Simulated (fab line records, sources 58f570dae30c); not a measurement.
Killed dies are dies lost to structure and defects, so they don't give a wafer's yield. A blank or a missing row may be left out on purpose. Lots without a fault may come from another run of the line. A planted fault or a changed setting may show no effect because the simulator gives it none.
One fault seen from 2 desks | flow berkeley_cmos170 | each desk has only its own numbers; what lay behind them comes last

THE TOOL OWNER'S DESK: implanter-04
The tool's own readings at UCB170_PFIELD_IMPLANT_07: means of the sampled wafers that have a number, for each lot that ran on this tool. A lot is out of limits, marked OUT, if its mean lies more than 4 standard deviations from the usual mean; the brackets give that distance.
Columns: A = beam_energy_keV at UCB170_PFIELD_IMPLANT_07, usual 80.007; B = end_station_pressure_torr at UCB170_PFIELD_IMPLANT_07, usual 5.09e-06 Torr; C = tilt_deg at UCB170_PFIELD_IMPLANT_07, usual 6.997 degrees
lot  | first seen here | A                        | B        | C
L902 | day 5 12:14     | 80.000                   | 5.20e-06 | 6.992
L910 | day 7 09:37     | 80.004                   | 5.22e-06 | 7.011
L911 | day 7 10:40     | 80.022                   | 5.15e-06 | 6.986
L914 | day 7 19:04     | 80.003                   | 4.95e-06 | 6.976
L918 | day 9 01:05     | 52.014 (-99 or more) OUT | 5.24e-06 | 6.952
L920 | day 9 12:25     | 52.011 (-99 or more) OUT | 5.29e-06 | 7.002
L922 | day 9 13:01     | 52.002 (-99 or more) OUT | 4.87e-06 | 7.024
This desk's finding: out of limits on L918, L920, L922; first on L918, day 9 01:05 (beam_energy_keV at UCB170_PFIELD_IMPLANT_07). In limits: L902, L910, L911, L914.

THE METROLOGY DESK
What the gauges read, lot by lot, whatever tool the lot ran on: means of the sampled wafers that have a number. A lot is out of limits, marked OUT, if its mean lies more than 4 standard deviations from the usual mean; the brackets give that distance.
Columns: A = PFIELD_TW at UCB170_PFIELD_TW_MEAS_09, usual 605
lot  | first seen here | A
L901 | day 5 12:11     | 608
L902 | day 5 12:29     | 604
L903 | day 6 02:50     | 611
L904 | day 6 03:14     | 604
L907 | day 6 11:40     | 602
L906 | day 6 13:06     | 612
L905 | day 6 13:08     | 604
L909 | day 6 20:48     | 609
L910 | day 7 09:52     | 599
L911 | day 7 10:53     | 599
L914 | day 7 19:19     | 613
L916 | day 8 12:43     | 608
L918 | day 9 01:19     | 570 (-8.1) OUT
L920 | day 9 12:40     | 577 (-6.6) OUT
L922 | day 9 13:15     | 577 (-6.5) OUT
This desk's finding: out of limits on L918, L920, L922; first on L918, day 9 01:19 (PFIELD_TW at UCB170_PFIELD_TW_MEAS_09). In limits: L901, L902, L903, L904, L907, L906, L905, L909, L910, L911, L914, L916.

PUT TOGETHER
The tool owner's desk could have raised an alarm at day 9 01:05, on L918, L920, L922.
The metrology desk could have raised an alarm at day 9 01:19, on L918, L920, L922.
Of the lots named, all ran UCB170_PFIELD_IMPLANT_07 on implanter-04.

WHAT THE SIMULATOR HAD PUT IN
Process parameter drift: implanter-04, from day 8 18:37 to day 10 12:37, at UCB170_PFIELD_IMPLANT_07. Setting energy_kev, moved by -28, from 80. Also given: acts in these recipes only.
Lots struck among those shown: L918, L920, L922.
Hours from the fault's start to each desk's first reading out of limits: the tool owner's desk, 6; the metrology desk, 7.
